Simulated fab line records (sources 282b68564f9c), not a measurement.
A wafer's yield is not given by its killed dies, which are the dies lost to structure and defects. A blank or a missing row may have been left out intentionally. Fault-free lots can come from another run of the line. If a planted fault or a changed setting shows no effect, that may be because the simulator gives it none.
Split-lot study || flow rit-cmos || 23 wafers read across 5 lots, on a route 202 steps long

== SPLIT DETAILS ==
At RIT_NLDD_COAT_01 (resist thk 1000 nm), the setting resist-thk-nm was moved away from the recipe's 1000 nm on 10 of the 23 wafers read, by -2.9% to +5.6%. This setting was run at the recipe's value on the other wafers.

== FROM THE SPLIT TO THE READING: what the file shows between them, 3 steps ==
- RIT_NLDD_SOFTBAKE_02: time 60 s
- RIT_NLDD_EXPOSE_03: exposes mask M7, target cd 40700 nm
- RIT_NLDD_DEVELOP_05: develop time 50 s

== THE READING ==
NOVOLAK_of_NLDD_COAT_01.thk-nm (the simulator's own value, which no gauge read), in nm, at RIT_NLDD_HARDBAKE_07 (time 60 s). The file gives no usual value for it. Average 883.1 nm, standard deviation 2.1 nm, over the 13 wafers here run with the recipe.

{"wafer": "L074.1", "tool, chamber at the split": "litho-track-01, 0", "resist-thk-nm as run, nm": 1000, "against the recipe": "recipe", "NOVOLAK_of_NLDD_COAT_01.thk-nm, nm": 879.7, "against lot-mates on the recipe": "-"}
{"wafer": "L074.3", "tool, chamber at the split": "litho-track-01, 0", "resist-thk-nm as run, nm": 1056, "against the recipe": "+5.6%", "NOVOLAK_of_NLDD_COAT_01.thk-nm, nm": 927.8, "against lot-mates on the recipe": "+47.5"}
{"wafer": "L074.4", "tool, chamber at the split": "litho-track-01, 0", "resist-thk-nm as run, nm": 1056, "against the recipe": "+5.6%", "NOVOLAK_of_NLDD_COAT_01.thk-nm, nm": 928.7, "against lot-mates on the recipe": "+48.5"}
{"wafer": "L074.5", "tool, chamber at the split": "litho-track-01, 0", "resist-thk-nm as run, nm": 1000, "against the recipe": "recipe", "NOVOLAK_of_NLDD_COAT_01.thk-nm, nm": 880.8, "against lot-mates on the recipe": "-"}
{"wafer": "L074.6", "tool, chamber at the split": "litho-track-01, 0", "resist-thk-nm as run, nm": 1056, "against the recipe": "+5.6%", "NOVOLAK_of_NLDD_COAT_01.thk-nm, nm": 929.3, "against lot-mates on the recipe": "+49.0"}
{"wafer": "L077.1", "tool, chamber at the split": "litho-track-02, 0", "resist-thk-nm as run, nm": 1000, "against the recipe": "recipe", "NOVOLAK_of_NLDD_COAT_01.thk-nm, nm": 886.3, "against lot-mates on the recipe": "-"}
{"wafer": "L077.2", "tool, chamber at the split": "litho-track-02, 0", "resist-thk-nm as run, nm": 1000, "against the recipe": "recipe", "NOVOLAK_of_NLDD_COAT_01.thk-nm, nm": 882.8, "against lot-mates on the recipe": "-"}
{"wafer": "L077.3", "tool, chamber at the split": "litho-track-02, 0", "resist-thk-nm as run, nm": 982.4, "against the recipe": "-1.8%", "NOVOLAK_of_NLDD_COAT_01.thk-nm, nm": 867.5, "against lot-mates on the recipe": -17.4}
{"wafer": "L077.4", "tool, chamber at the split": "litho-track-02, 0", "resist-thk-nm as run, nm": 1000, "against the recipe": "recipe", "NOVOLAK_of_NLDD_COAT_01.thk-nm, nm": 885.5, "against lot-mates on the recipe": "-"}
{"wafer": "L077.5", "tool, chamber at the split": "litho-track-02, 0", "resist-thk-nm as run, nm": 982.4, "against the recipe": "-1.8%", "NOVOLAK_of_NLDD_COAT_01.thk-nm, nm": 867.3, "against lot-mates on the recipe": -17.6}
{"wafer": "L082.1", "tool, chamber at the split": "litho-track-02, 0", "resist-thk-nm as run, nm": 970.9, "against the recipe": "-2.9%", "NOVOLAK_of_NLDD_COAT_01.thk-nm, nm": 856.8, "against lot-mates on the recipe": -26.0}
{"wafer": "L082.2", "tool, chamber at the split": "litho-track-02, 0", "resist-thk-nm as run, nm": 1000, "against the recipe": "recipe", "NOVOLAK_of_NLDD_COAT_01.thk-nm, nm": 884.4, "against lot-mates on the recipe": "-"}
{"wafer": "L082.3", "tool, chamber at the split": "litho-track-02, 0", "resist-thk-nm as run, nm": 1000, "against the recipe": "recipe", "NOVOLAK_of_NLDD_COAT_01.thk-nm, nm": 880.9, "against lot-mates on the recipe": "-"}
{"wafer": "L082.4", "tool, chamber at the split": "litho-track-02, 0", "resist-thk-nm as run, nm": 970.9, "against the recipe": "-2.9%", "NOVOLAK_of_NLDD_COAT_01.thk-nm, nm": 860.2, "against lot-mates on the recipe": -22.6}
{"wafer": "L082.6", "tool, chamber at the split": "litho-track-02, 0", "resist-thk-nm as run, nm": 1000, "against the recipe": "recipe", "NOVOLAK_of_NLDD_COAT_01.thk-nm, nm": 883.1, "against lot-mates on the recipe": "-"}
{"wafer": "L083.1", "tool, chamber at the split": "litho-track-01, 0", "resist-thk-nm as run, nm": 1000, "against the recipe": "recipe", "NOVOLAK_of_NLDD_COAT_01.thk-nm, nm": 885.9, "against lot-mates on the recipe": "-"}
{"wafer": "L083.5", "tool, chamber at the split": "litho-track-01, 0", "resist-thk-nm as run, nm": 1000, "against the recipe": "recipe", "NOVOLAK_of_NLDD_COAT_01.thk-nm, nm": 880.3, "against lot-mates on the recipe": "-"}
{"wafer": "L083.6", "tool, chamber at the split": "litho-track-01, 0", "resist-thk-nm as run, nm": 1000, "against the recipe": "recipe", "NOVOLAK_of_NLDD_COAT_01.thk-nm, nm": 883.5, "against lot-mates on the recipe": "-"}
{"wafer": "L085.1", "tool, chamber at the split": "litho-track-01, 0", "resist-thk-nm as run, nm": 1000, "against the recipe": "recipe", "NOVOLAK_of_NLDD_COAT_01.thk-nm, nm": 884, "against lot-mates on the recipe": "-"}
{"wafer": "L085.2", "tool, chamber at the split": "litho-track-01, 0", "resist-thk-nm as run, nm": 1047, "against the recipe": "+4.7%", "NOVOLAK_of_NLDD_COAT_01.thk-nm, nm": 924.9, "against lot-mates on the recipe": "+41.4"}
{"wafer": "L085.3", "tool, chamber at the split": "litho-track-01, 0", "resist-thk-nm as run, nm": 1000, "against the recipe": "recipe", "NOVOLAK_of_NLDD_COAT_01.thk-nm, nm": 882.9, "against lot-mates on the recipe": "-"}
{"wafer": "L085.4", "tool, chamber at the split": "litho-track-01, 0", "resist-thk-nm as run, nm": 1047, "against the recipe": "+4.7%", "NOVOLAK_of_NLDD_COAT_01.thk-nm, nm": 924.4, "against lot-mates on the recipe": "+40.9"}
{"wafer": "L085.5", "tool, chamber at the split": "litho-track-01, 0", "resist-thk-nm as run, nm": 1047, "against the recipe": "+4.7%", "NOVOLAK_of_NLDD_COAT_01.thk-nm, nm": 925.1, "against lot-mates on the recipe": "+41.6"}

THE FIT
A straight line over all 23 wafers: NOVOLAK_of_NLDD_COAT_01.thk-nm changes by +8.46 nm for each +1% of resist-thk-nm; r = +1.00; the points scatter about the line by 2 nm.
The same after taking each lot's own level away (the mean of its wafers on the recipe; 23 wafers): +8.72 nm for each +1%; r = +1.00; scatter 1.5 nm.
On that fit, the largest move of resist-thk-nm shifts the reading by 49 nm.
Measured against the standard deviation above, the lots' own levels, which go from 880.25 to 884.87 nm, span 2.2 times it.
The two slopes agree, so the slope changes little with the lot-to-lot level.
Check: +49 nm against its lot-mates is what the line predicts for one of the wafers moved furthest among these (+5.6%) when that wafer is left out of the fit. Against them it came out at +47.5 nm.

== THE WHOLE CHAIN: every reading that the file lists as answering this split, in the file's order ==
{"step": "RIT_NLDD_COAT_01", "what it does": "resist thk 1000 nm", "reading": "NOVOLAK_of_NLDD_COAT_01.thk-nm (the simulator's own value, which no gauge read)", "change (the file's fit)": "+9.96 nm for each +1% of the setting", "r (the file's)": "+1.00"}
{"step": "RIT_NLDD_HARDBAKE_07", "what it does": "time 60 s", "reading": "NOVOLAK_of_NLDD_COAT_01.thk-nm (the simulator's own value, which no gauge read)", "change (the file's fit)": "+8.71 nm for each +1% of the setting", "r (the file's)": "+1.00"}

== THE FILE'S OWN FIT ==
NOVOLAK_of_NLDD_COAT_01.thk-nm changes by +8.71 nm for each +1% of resist-thk-nm, r = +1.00.
